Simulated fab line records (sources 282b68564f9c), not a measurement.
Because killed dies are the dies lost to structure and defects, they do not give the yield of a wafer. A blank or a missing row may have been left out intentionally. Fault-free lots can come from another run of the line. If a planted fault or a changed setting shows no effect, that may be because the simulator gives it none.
fab line records	flow ritCmos
record lots=14	wafers=42	lastDay=8
route steps=202 shown GATE@96 SILICIDE@162 CONTACT@177 M1@202
lots that met no fault: from a run of the same line without faults
startH: hours from the record's first day to the start of the lot's first wafer shown	waitH: hours from the lot's prior step to this one	" identical to the entry in the row above	L1.1+2: several wafers, shown together as one row	- no value present, or no start provided	* or withheld: withheld	< > ~ a bound
route shown NAME@n: names a module that has steps shown in the file, with the first one's number in the route	usual: mean and standard deviation over wafers with no fault	same: alike in all rows	chamber/n: place in a boat	sites: per-site readings	_std_site: the standard deviation of these	_edge_site: the outer-site mean with the inner-site mean subtracted	radiusMm: for every site, how far away it sits from the centre of the wafer	mask NAME#n: copy n	behind: the most recent tool/chamber to have shaped the wafer	hold: why the lot went on hold/how many hours it stayed there/how the hold came to an end	device: which transistor (n, p or np) failed to switch	end of line: at the end of the route, the tests of the same wafers	step lacking rows: just its recipe	killed: dies that structure and defects cost at the first sort, which is not the same as the wafer's yield	map: shows each die of a wafer: x if killed, . if not, _ if none is there
set.NAME: the setting the step ran with; set.NAME@STEP: the setting that earlier step ran with	model.NAME: the simulator's own value behind a step, which no gauge read
route steps across a sampled set of lots; one table per step, one row per wafer
services: when a tool's chamber went out of use (startH, in hours from the record's first day, below 0 if earlier), for how many hours, and the reason
## steps
# step RIT_GATE_STRIP_20
# recipe chemistry=O2	timeS=180	resist=NOVOLAK	platenTempC=withheld	powerW=500	pressureMtorr=4000	o2FlowSccm=4000
# usual drypumpMotorCurrentA=5.74/0.24	o2FlowSccm=4001/10
# same timeS=180
lot.wafer	tool	chamber	startH	waitH	drypumpMotorCurrentA	o2FlowSccm	rfHoursCounterH
L132.1	plasmaAsher-02	1	38.33	0.1	5.30	4000	40
L132.4	"	0	"	"	6.08	4008	-
L132.6	"	1	"	"	5.26	3992	-
L133.2	plasmaAsher-03	0	45.07	0.1	6.04	3998	40
L133.4	"	0	"	"	6.03	4002	-
L133.6	"	0	"	"	6.05	4004	-
L134.1	plasmaAsher-03	0	48.61	0.1	6.03	3992	40
L134.5	"	1	"	"	5.67	3996	-
L134.6	"	0	"	"	6.02	4001	-
L136.1	plasmaAsher-02	1	63.29	0.1	5.25	4013	43
L136.2	"	0	"	"	6.06	3997	43
L136.6	"	0	"	"	6.05	3996	-
L137.2	plasmaAsher-01	1	64.70	0.1	5.64	3994	24
L137.5	"	0	"	"	5.64	4001	-
L137.6	"	1	"	"	5.66	4012	-
L138.1	plasmaAsher-03	1	68.26	0.1	5.67	4004	42
L138.3	"	0	"	"	6.01	3986	-
L138.6	"	0	"	"	6.02	4003	-
L140.3	plasmaAsher-03	1	81.50	0.1	5.66	4012	-
L140.4	"	0	"	"	5.99	4012	-
L140.5	"	1	"	"	5.66	4014	-
L143.1	plasmaAsher-01	0	101.23	0.1	5.61	3996	28
L143.4	"	1	"	"	5.67	3995	-
L143.5	"	0	"	"	5.62	4000	-
L146.2	plasmaAsher-01	1	113.78	0.1	5.61	3993	29
L146.5	"	0	"	"	5.63	4005	-
L146.6	"	1	"	"	5.63	4007	-
L148.2	plasmaAsher-01	0	125.91	0.1	5.60	4013	31
L148.4	"	1	"	"	5.65	3992	-
L148.6	"	0	"	"	5.63	3995	-
L149.3	plasmaAsher-01	0	137.72	0.1	5.61	4001	-
L149.4	"	1	"	"	5.64	4001	-
L149.6	"	1	"	"	5.64	4013	-
L151.3	plasmaAsher-03	0	138.50	0.1	5.97	4031	-
L151.5	"	1	"	"	5.67	4007	-
L151.6	"	0	"	"	6.02	3997	-
L154.1	plasmaAsher-02	1	156.32	0.1	5.23	4016	4
L154.3	"	1	"	"	5.26	4013	-
L154.6	"	1	"	"	5.24	4002	-
L155.3	plasmaAsher-03	1	159.31	0.1	5.66	3976	-
L155.4	"	0	"	"	6.00	4016	-
L155.6	"	1	"	"	5.66	4011	-
# step RIT_SILICIDE_SPUTTER_01
# recipe material=Ti	targetThkNm=30	powerW=350	chamberPressurePa=0.667	gas=Ar	timeS=240	substrateTempC=25
# usual chamberPressurePa=0.6670/0.0014	throttleValvePct=29.9/1.4
lot.wafer	tool	chamber	startH	waitH	chamberPressurePa	throttleValvePct
L132.1	pvdSputter-02	-	51.87	0.0	0.6670	31.5
L132.4	"	-	"	"	0.6680	27.1
L132.6	"	-	"	"	0.6671	31.2
L133.2	pvdSputter-02	-	57.84	0.0	0.6703	31.5
L133.4	"	-	"	"	0.6665	31.3
L133.6	"	-	"	"	0.6679	31.4
L134.1	pvdSputter-01	-	61.78	0.0	0.6672	28.7
L134.5	"	-	"	"	0.6665	31.0
L134.6	"	-	"	"	0.6680	29.1
L136.1	pvdSputter-01	-	77.29	0.0	0.6667	29.1
L136.2	"	-	"	"	0.6662	31.3
L136.6	"	-	"	"	0.6667	29.0
L137.2	pvdSputter-03	-	79.00	0.0	0.6675	29.6
L137.5	"	-	"	"	0.6663	29.2
L137.6	"	-	"	"	0.6694	29.6
L138.1	pvdSputter-02	-	80.90	0.0	0.6684	31.3
L138.3	"	-	"	"	0.6666	31.1
L138.6	"	-	"	"	0.6683	31.4
L140.3	pvdSputter-01	-	94.95	0.0	0.6682	31.3
L140.4	"	-	"	"	0.6668	29.3
L140.5	"	-	"	"	0.6671	28.8
L143.1	pvdSputter-02	-	115.73	0.0	0.6660	31.2
L143.4	"	-	"	"	0.6640	31.7
L143.5	"	-	"	"	0.6662	31.0
L146.2	pvdSputter-02	-	126.84	0.0	0.6691	31.1
L146.5	"	-	"	"	0.6696	31.2
L146.6	"	-	"	"	0.6676	31.6
L148.2	pvdSputter-03	-	139.61	0.0	0.6687	29.6
L148.4	"	-	"	"	0.6688	29.4
L148.6	"	-	"	"	0.6682	29.7
L149.3	pvdSputter-01	-	150.30	0.0	0.6667	29.1
L149.4	"	-	"	"	0.6634	29.1
L149.6	"	-	"	"	0.6659	29.2
L151.3	pvdSputter-03	-	151.94	0.0	0.6658	29.3
L151.5	"	-	"	"	0.6660	30.1
L151.6	"	-	"	"	0.6696	29.5
L154.1	pvdSputter-01	-	171.32	0.0	0.6690	31.2
L154.3	"	-	"	"	0.6683	28.9
L154.6	"	-	"	"	0.6663	29.1
L155.3	pvdSputter-03	-	173.53	0.0	0.6657	30.2
L155.4	"	-	"	"	0.6674	29.4
L155.6	"	-	"	"	0.6657	30.2
# step RIT_SILICIDE_RS_MEAS_02
# recipe thkMeasGauge=four-point-probe	reads=Ti_of_SILICIDE_SPUTTER_01
# usual SILICIDE_TI_RS=47.9/0.58
lot.wafer	tool	chamber	startH	waitH	SILICIDE_TI_RS[ohm/sq]
L132.1	filmMetro-01	-	52.02	0.1	47.7
L132.4	"	-	"	"	47.4
L132.6	"	-	"	"	49.0
L133.2	filmMetro-02	-	58.01	0.1	46.8
L133.4	"	-	"	"	47.9
L133.6	"	-	"	"	47.2
L134.1	filmMetro-01	-	61.93	0.1	48.4
L134.5	"	-	"	"	48.3
L134.6	"	-	"	"	48.1
L136.1	filmMetro-02	-	77.44	0.1	48.7
L136.2	"	-	"	"	48.2
L136.6	"	-	"	"	48.3
L137.2	filmMetro-02	-	79.17	0.1	48.0
L137.5	"	-	"	"	47.6
L137.6	"	-	"	"	48.5
L138.1	filmMetro-04	-	81.05	0.1	48.0
L138.3	"	-	"	"	49.1
L138.6	"	-	"	"	47.8
L140.3	filmMetro-04	-	95.14	0.1	48.5
L140.4	"	-	"	"	48.2
L140.5	"	-	"	"	48.6
L143.1	filmMetro-04	-	115.88	0.1	25.1
L143.4	"	-	"	"	25.1
L143.5	"	-	"	"	25.3
L146.2	filmMetro-04	-	127.01	0.1	24.9
L146.5	"	-	"	"	25.0
L146.6	"	-	"	"	24.8
L148.2	filmMetro-04	-	139.78	0.1	47.2
L148.4	"	-	"	"	47.3
L148.6	"	-	"	"	47.5
L149.3	filmMetro-01	-	150.49	0.1	47.6
L149.4	"	-	"	"	47.8
L149.6	"	-	"	"	47.7
L151.3	filmMetro-04	-	152.13	0.1	46.9
L151.5	"	-	"	"	46.6
L151.6	"	-	"	"	47.0
L154.1	filmMetro-04	-	171.47	0.1	48.0
L154.3	"	-	"	"	48.0
L154.6	"	-	"	"	47.6
L155.3	filmMetro-04	-	173.72	0.1	46.7
L155.4	"	-	"	"	47.4
L155.6	"	-	"	"	46.8
# step RIT_SILICIDE_THK_MEAS_03
# recipe thkMeasGauge=xrf	reads=Ti_of_SILICIDE_SPUTTER_01
# usual SILICIDE_TI_THK=30.6/0.33
lot.wafer	tool	chamber	startH	waitH	SILICIDE_TI_THK[nm]
L132.1	filmMetro-01	-	52.14	0.1	30.5
L132.4	"	-	"	"	30.7
L132.6	"	-	"	"	30.0
L133.2	filmMetro-02	-	58.12	0.1	31.0
L133.4	"	-	"	"	30.4
L133.6	"	-	"	"	30.8
L134.1	filmMetro-01	-	62.05	0.1	30.2
L134.5	"	-	"	"	30.3
L134.6	"	-	"	"	30.5
L136.1	filmMetro-02	-	77.56	0.1	30.0
L136.2	"	-	"	"	30.3
L136.6	"	-	"	"	30.1
L137.2	filmMetro-02	-	79.28	0.1	30.1
L137.5	"	-	"	"	30.5
L137.6	"	-	"	"	30.0
L138.1	filmMetro-04	-	81.17	0.1	30.6
L138.3	"	-	"	"	29.9
L138.6	"	-	"	"	30.5
L140.3	filmMetro-04	-	95.24	0.1	30.2
L140.4	"	-	"	"	30.4
L140.5	"	-	"	"	30.1
L143.1	filmMetro-04	-	116.00	0.1	51.8
L143.4	"	-	"	"	51.9
L143.5	"	-	"	"	51.5
L146.2	filmMetro-04	-	127.12	0.1	51.9
L146.5	"	-	"	"	51.7
L146.6	"	-	"	"	52.1
L148.2	filmMetro-04	-	139.89	0.1	30.9
L148.4	"	-	"	"	30.9
L148.6	"	-	"	"	30.7
L149.3	filmMetro-01	-	150.59	0.1	30.7
L149.4	"	-	"	"	30.6
L149.6	"	-	"	"	30.6
L151.3	filmMetro-04	-	152.23	0.1	31.1
L151.5	"	-	"	"	31.4
L151.6	"	-	"	"	31.2
L154.1	filmMetro-04	-	171.59	0.1	30.6
L154.3	"	-	"	"	30.7
L154.6	"	-	"	"	30.9
L155.3	filmMetro-04	-	173.82	0.1	31.3
L155.4	"	-	"	"	31.1
L155.6	"	-	"	"	31.3
# step RIT_SILICIDE_RTA_04
# recipe tempC=650	timeS=10	idleTempC=25	rampUpS=5	rampDownS=5	coolToC=25	ambient=N2
# usual wafer_temp_C_max=654.1/1.2
# same timeS=10
lot.wafer	tool	chamber	startH	waitH	wafer_temp_C_max
L132.1	rtpAnneal-02	0	52.20	0.1	656.4
L132.4	"	0	"	"	655.2
L132.6	"	0	"	"	656.5
L133.2	rtpAnneal-01	0	58.18	0.1	652.7
L133.4	"	0	"	"	653.0
L133.6	"	0	"	"	653.5
L134.1	rtpAnneal-02	0	62.11	0.1	655.4
L134.5	"	0	"	"	653.8
L134.6	"	0	"	"	654.3
L136.1	rtpAnneal-02	0	77.62	0.1	655.1
L136.2	"	0	"	"	654.7
L136.6	"	0	"	"	655.3
L137.2	rtpAnneal-01	0	79.36	0.1	652.9
L137.5	"	0	"	"	654.6
L137.6	"	0	"	"	653.1
L138.1	rtpAnneal-02	0	81.23	0.1	653.6
L138.3	"	0	"	"	653.3
L138.6	"	0	"	"	655.3
L140.3	rtpAnneal-02	0	95.30	0.1	654.2
L140.4	"	0	"	"	656.9
L140.5	"	0	"	"	655.7
L143.1	rtpAnneal-01	0	116.06	0.1	653.8
L143.4	"	0	"	"	653.4
L143.5	"	0	"	"	653.2
L146.2	rtpAnneal-02	0	127.18	0.1	654.5
L146.5	"	0	"	"	656.4
L146.6	"	0	"	"	653.3
L148.2	rtpAnneal-02	0	139.95	0.1	655.2
L148.4	"	0	"	"	655.9
L148.6	"	0	"	"	657.0
L149.3	rtpAnneal-02	0	150.65	0.1	654.3
L149.4	"	0	"	"	654.6
L149.6	"	0	"	"	654.6
L151.3	rtpAnneal-01	0	152.29	0.1	652.9
L151.5	"	0	"	"	652.5
L151.6	"	0	"	"	653.6
L154.1	rtpAnneal-02	0	171.65	0.1	654.4
L154.3	"	0	"	"	654.9
L154.6	"	0	"	"	656.1
L155.3	rtpAnneal-01	0	173.88	0.1	653.2
L155.4	"	0	"	"	653.1
L155.6	"	0	"	"	653.2
# step RIT_CONTACT_OVL_MEAS_09
# usual CONTACT_OVL=0.1/1.6
lot.wafer	tool	chamber	startH	waitH	CONTACT_OVL[nm]
L132.1	overlay-01	-	53.86	0.1	-0.4
L132.4	"	-	"	"	-0.3
L132.6	"	-	"	"	-0.7
L133.2	overlay-01	-	59.54	0.1	1.5
L133.4	"	-	"	"	1.0
L133.6	"	-	"	"	2.0
L134.1	overlay-01	-	63.48	0.1	1.1
L134.5	"	-	"	"	-0.4
L134.6	"	-	"	"	-1.1
L136.1	overlay-01	-	79.06	0.1	2.9
L136.2	"	-	"	"	1.9
L136.6	"	-	"	"	-0.5
L137.2	overlay-02	-	80.90	0.1	-0.8
L137.5	"	-	"	"	-1.1
L137.6	"	-	"	"	-1.5
L138.1	overlay-01	-	82.90	0.1	0.4
L138.3	"	-	"	"	2.8
L138.6	"	-	"	"	1.3
L140.3	overlay-01	-	96.87	0.1	-1.0
L140.4	"	-	"	"	-0.9
L140.5	"	-	"	"	-0.7
L143.1	overlay-01	-	117.56	0.1	2.4
L143.4	"	-	"	"	2.6
L143.5	"	-	"	"	2.3
L146.2	overlay-02	-	128.55	0.1	3.3
L146.5	"	-	"	"	1.1
L146.6	"	-	"	"	2.1
L148.2	overlay-01	-	141.32	0.1	1.1
L148.4	"	-	"	"	1.6
L148.6	"	-	"	"	1.4
L149.3	overlay-01	-	152.14	0.1	-2.1
L149.4	"	-	"	"	-2.4
L149.6	"	-	"	"	-1.2
L151.3	overlay-02	-	153.79	0.1	-2.0
L151.5	"	-	"	"	-0.8
L151.6	"	-	"	"	-3.4
L154.1	overlay-01	-	173.03	0.1	0.3
L154.3	"	-	"	"	-0.9
L154.6	"	-	"	"	1.3
L155.3	overlay-01	-	175.25	0.1	-1.1
L155.4	"	-	"	"	-1.7
L155.6	"	-	"	"	-1.2
# step RIT_M1_PROBE_99
# usual killed_at_M0_to_M3=0.0/0.083	killedAtContacts=0.1/0.23	killedAtFrontEnd=7/3.1	killedDies=7/3.1	killedOpen=3.3/2	killedShort=3.6/1.9
# same grossDies=264	killed_at_M4_up=0	killedAtBackSide=0	killedAtOther=0
lot.wafer	tool	chamber	startH	waitH	killed_at_M0_to_M3	killedAtContacts	killedAtFrontEnd	killedDies	killedOpen	killedShort
L132.1	prober-02	-	59.03	0.1	0	0	3	3	2	1
L132.4	prober-02	-	59.18	0.2	0	0	14	14	5	9
L132.6	prober-02	-	59.28	0.2	0	1	4	5	3	2
L133.2	prober-01	-	64.63	0.1	0	0	7	7	4	3
L133.4	prober-01	-	64.73	0.2	0	0	7	7	3	4
L133.6	prober-01	-	64.83	0.2	0	1	6	7	5	2
L134.1	prober-02	-	68.56	0.1	0	0	9	9	4	5
L134.5	prober-02	-	68.76	0.2	1	0	7	8	0	8
L134.6	prober-02	-	68.81	0.2	0	0	8	8	4	4
L136.1	prober-02	-	84.52	0.1	0	0	9	9	5	4
L136.2	prober-02	-	84.57	0.1	0	0	5	5	2	3
L136.6	prober-02	-	84.77	0.2	0	0	8	8	3	5
L137.2	prober-01	-	85.99	0.1	0	1	6	7	2	5
L137.5	prober-01	-	86.14	0.2	0	0	9	9	3	6
L137.6	prober-01	-	86.19	0.2	0	0	4	4	1	3
L138.1	prober-02	-	88.06	0.1	0	0	5	5	3	2
L138.3	prober-02	-	88.16	0.2	0	0	6	6	3	3
L138.6	prober-02	-	88.31	0.2	0	0	9	9	4	5
L140.3	prober-02	-	102.36	0.2	0	0	2	2	0	2
L140.4	prober-02	-	102.41	0.2	0	0	7	7	3	4
L140.5	prober-02	-	102.46	0.2	0	0	10	10	5	5
L143.1	prober-01	-	122.72	0.1	0	0	6	6	3	3
L143.4	prober-01	-	122.87	0.2	0	0	10	10	4	6
L143.5	prober-01	-	122.92	0.2	0	0	6	6	5	1
L146.2	prober-02	-	133.67	0.1	0	0	11	11	5	6
L146.5	prober-02	-	133.82	0.2	0	0	5	5	2	3
L146.6	prober-02	-	133.87	0.2	0	0	10	10	5	5
L148.2	prober-02	-	146.78	0.1	0	0	6	6	4	2
L148.4	prober-02	-	146.88	0.2	0	0	1	1	0	1
L148.6	prober-02	-	146.98	0.2	0	0	6	6	5	1
L149.3	prober-02	-	157.34	0.2	0	1	4	5	3	2
L149.4	prober-02	-	157.39	0.2	0	0	7	7	3	4
L149.6	prober-02	-	157.49	0.2	0	0	10	10	6	4
L151.3	prober-01	-	158.98	0.2	0	0	12	12	9	3
L151.5	prober-01	-	159.08	0.2	0	0	13	13	8	5
L151.6	prober-01	-	159.13	0.2	0	0	10	10	4	6
L154.1	prober-01	-	178.67	0.1	0	1	7	8	6	2
L154.3	prober-01	-	178.77	0.2	0	0	7	7	1	6
L154.6	prober-01	-	178.92	0.2	0	0	4	4	2	2
L155.3	prober-02	-	180.51	0.2	0	0	3	3	1	2
L155.4	prober-02	-	180.56	0.2	0	0	3	3	1	2
L155.6	prober-02	-	180.66	0.2	0	0	5	5	2	3
# killed by level:class
L132.1 GATE:geometricParticle:open=2 SILICIDE:geometricParticle:short=1
L132.4 GATE:geometricParticle:short=4 FOX1:geometricParticle:short=2 REOX:geometricParticle:short=2 SILICIDE:geometricParticle:open=2 FOX1:geometricParticle:open=1 FOX2:geometricParticle:open=1 GATE:geometricParticle:open=1 SILICIDE:geometricParticle:short=1
L132.6 GATE:geometricParticle:open=1 GATE:geometricParticle:short=1 SILICIDE:geometricParticle:open=1 SILICIDE:geometricParticle:short=1 CONTACT:geometricParticle:open=1
L133.2 GATE:geometricParticle:short=3 GATE:geometricParticle:open=3 SPACER:geometricParticle:open=1
L133.4 GATE:geometricParticle:short=2 SILICIDE:geometricParticle:short=2 FOX1:geometricParticle:open=1 REOX:geometricParticle:open=1 SILICIDE:geometricParticle:open=1
L133.6 GATE:geometricParticle:open=2 FOX2:geometricParticle:open=1 GATE:geometricParticle:short=1 SPACER:geometricParticle:open=1 SILICIDE:geometricParticle:open=1 CONTACT:geometricParticle:short=1
L134.1 GATE:geometricParticle:short=4 GATE:geometricParticle:open=2 FOX2:geometricParticle:open=1 REOX:geometricParticle:short=1 SPACER:geometricParticle:open=1
L134.5 GATE:geometricParticle:short=3 FOX1:geometricParticle:short=1 REOX:geometricParticle:short=1 SPACER:geometricParticle:short=1 SILICIDE:geometricParticle:short=1 M1:geometricParticle:short=1
L134.6 FOX1:geometricParticle:short=2 FOX1:geometricParticle:open=1 GATE:geometricParticle:short=1 REOX:geometricParticle:open=1 SPACER:geometricParticle:open=1 SILICIDE:geometricParticle:short=1 SILICIDE:geometricParticle:open=1
L136.1 GATE:geometricParticle:open=3 FOX1:geometricParticle:open=2 FOX1:geometricParticle:short=1 GATE:geometricParticle:short=1 REOX:geometricParticle:short=1 SPACER:geometricParticle:short=1
L136.2 FOX1:geometricParticle:short=1 FOX2:geometricParticle:open=1 GATE:geometricParticle:short=1 REOX:geometricParticle:short=1 SILICIDE:geometricParticle:open=1
L136.6 GATE:geometricParticle:short=3 FOX1:geometricParticle:open=1 FOX2:geometricParticle:open=1 FOX2:geometricParticle:short=1 SPACER:geometricParticle:open=1 SPACER:geometricParticle:short=1
L137.2 ACTIVE:geometricParticle:short=1 FOX1:geometricParticle:short=1 FOX2:geometricParticle:short=1 REOX:geometricParticle:short=1 SPACER:geometricParticle:open=1 SILICIDE:geometricParticle:short=1 CONTACT:geometricParticle:open=1
L137.5 FOX2:geometricParticle:short=2 SILICIDE:geometricParticle:short=2 FOX1:geometricParticle:open=1 FOX1:geometricParticle:short=1 GATE:geometricParticle:open=1 REOX:geometricParticle:short=1 REOX:geometricParticle:open=1
L137.6 GATE:geometricParticle:short=2 FOX1:geometricParticle:short=1 SILICIDE:geometricParticle:open=1
L138.1 ACTIVE:geometricParticle:short=1 GATE:geometricParticle:open=1 REOX:geometricParticle:open=1 SPACER:geometricParticle:short=1 SPACER:geometricParticle:open=1
L138.3 GATE:geometricParticle:short=3 SPACER:geometricParticle:open=2 SILICIDE:geometricParticle:open=1
L138.6 GATE:geometricParticle:open=3 FOX1:geometricParticle:short=1 GATE:geometricParticle:short=1 REOX:geometricParticle:short=1 SPACER:geometricParticle:short=1 SPACER:geometricParticle:open=1 SILICIDE:geometricParticle:short=1
L140.3 SPACER:geometricParticle:short=2
L140.4 FOX1:geometricParticle:short=3 FOX1:geometricParticle:open=1 REOX:geometricParticle:open=1 REOX:geometricParticle:short=1 SPACER:geometricParticle:open=1
L140.5 GATE:geometricParticle:open=2 SILICIDE:geometricParticle:open=2 SILICIDE:geometricParticle:short=2 FOX1:geometricParticle:short=1 FOX2:geometricParticle:open=1 GATE:geometricParticle:short=1 REOX:geometricParticle:short=1
L143.1 FOX1:geometricParticle:open=1 GATE:geometricParticle:open=1 GATE:geometricParticle:short=1 REOX:geometricParticle:open=1 REOX:geometricParticle:short=1 SPACER:geometricParticle:short=1
L143.4 FOX1:geometricParticle:open=2 FOX1:geometricParticle:short=2 GATE:geometricParticle:short=2 FOX2:geometricParticle:open=1 REOX:geometricParticle:short=1 SILICIDE:geometricParticle:open=1 SILICIDE:geometricParticle:short=1
L143.5 GATE:geometricParticle:open=3 GATE:geometricParticle:short=1 REOX:geometricParticle:open=1 SILICIDE:geometricParticle:open=1
L146.2 GATE:geometricParticle:open=4 GATE:geometricParticle:short=3 SPACER:geometricParticle:short=3 SPACER:geometricParticle:open=1
L146.5 REOX:geometricParticle:short=3 GATE:geometricParticle:open=2
L146.6 SPACER:geometricParticle:short=3 GATE:geometricParticle:short=2 GATE:geometricParticle:open=2 ACTIVE:geometricParticle:open=1 REOX:geometricParticle:open=1 SILICIDE:geometricParticle:open=1
L148.2 GATE:geometricParticle:open=2 FOX1:geometricParticle:open=1 GATE:geometricParticle:short=1 REOX:geometricParticle:short=1 REOX:geometricParticle:open=1
L148.4 SILICIDE:geometricParticle:short=1
L148.6 SILICIDE:geometricParticle:open=2 FOX2:geometricParticle:open=1 GATE:geometricParticle:open=1 SPACER:geometricParticle:open=1 SILICIDE:geometricParticle:short=1
L149.3 GATE:geometricParticle:short=2 GATE:geometricParticle:open=1 SPACER:geometricParticle:open=1 CONTACT:geometricParticle:open=1
L149.4 FOX1:geometricParticle:open=2 GATE:geometricParticle:short=2 SPACER:geometricParticle:open=1 SPACER:geometricParticle:short=1 SILICIDE:geometricParticle:short=1
L149.6 FOX1:geometricParticle:open=2 REOX:geometricParticle:open=2 REOX:geometricParticle:short=2 SPACER:geometricParticle:open=2 FOX1:geometricParticle:short=1 SILICIDE:geometricParticle:short=1
L151.3 GATE:geometricParticle:open=5 GATE:geometricParticle:short=2 REOX:geometricParticle:open=2 SPACER:geometricParticle:short=1 SPACER:geometricParticle:open=1 SILICIDE:geometricParticle:open=1
L151.5 FOX2:geometricParticle:open=2 GATE:geometricParticle:open=2 SPACER:geometricParticle:short=2 SILICIDE:geometricParticle:open=2 FOX1:geometricParticle:open=1 FOX2:geometricParticle:short=1 GATE:geometricParticle:short=1 SPACER:geometricParticle:open=1
L151.6 GATE:geometricParticle:short=4 FOX1:geometricParticle:short=2 FOX2:geometricParticle:open=2 FOX1:geometricParticle:open=1 GATE:geometricParticle:open=1
L154.1 GATE:geometricParticle:short=2 GATE:geometricParticle:open=2 FOX1:geometricParticle:open=1 REOX:geometricParticle:open=1 SPACER:geometricParticle:open=1 CONTACT:geometricParticle:open=1
L154.3 FOX1:geometricParticle:short=2 GATE:geometricParticle:short=2 REOX:geometricParticle:short=2 FOX1:geometricParticle:open=1
L154.6 FOX1:geometricParticle:open=1 FOX1:geometricParticle:short=1 GATE:geometricParticle:short=1 SPACER:geometricParticle:open=1
L155.3 FOX2:geometricParticle:open=1 GATE:geometricParticle:short=1 SILICIDE:geometricParticle:short=1
L155.4 GATE:geometricParticle:short=2 GATE:geometricParticle:open=1
L155.6 FOX1:geometricParticle:short=1 FOX2:geometricParticle:open=1 GATE:geometricParticle:open=1 SPACER:geometricParticle:short=1 SILICIDE:geometricParticle:short=1
## services
tool	chamber	startH	hours	kind
plasmaAsher-03	-	18.98	5.8	repair
pvdSputter-03	-	40.48	22.1	repair
plasmaAsher-01	-	50.84	2.4	repair
pvdSputter-02	-	70.61	3.0	repair
plasmaAsher-03	-	92.75	3.4	repair
plasmaAsher-01	-	102.78	0.8	repair
plasmaAsher-02	-	108.75	9.0	pm
plasmaAsher-02	0	108.75	9.0	ventCycle
plasmaAsher-02	1	108.75	9.0	ventCycle
plasmaAsher-02	0	117.75	-	clean
plasmaAsher-02	1	117.75	-	clean
pvdSputter-01	-	132.71	15.2	repair
plasmaAsher-03	-	150.50	1.7	repair
pvdSputter-01	-	165.27	4.8	repair
## key
firstSign step=RIT_SILICIDE_RS_MEAS_02	reading=SILICIDE_TI_RS	direction=down	sigmas=39	usual=47.9	struck=25.0
effect step=RIT_SILICIDE_THK_MEAS_03	reading=SILICIDE_TI_THK	direction=up	sigmas=64	usual=30.6	struck=51.8
metAt RIT_SILICIDE_SPUTTER_01
struckLots L143,L146
testerLeftOut L143,L146
notActingAt RIT_GATE_STRIP_20,RIT_SILICIDE_RTA_04,RIT_CONTACT_OVL_MEAS_09
onsetBetween 80.90 115.73
fault kind=processParameterDrift	tool=pvdSputter-02	chamber=-	onsetH=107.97	steps=RIT_SILICIDE_SPUTTER_01	channel=timeS	offset=*	shape=step	endH=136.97	stated=*
# testerLeftOut: of these lots the tester's yield and bins aren't shown, on N5 and GAA mostly nor the transistor test; their killed dies are dies lost to structure and defects alone, not to doping, threshold or leakage, so they don't give the yield
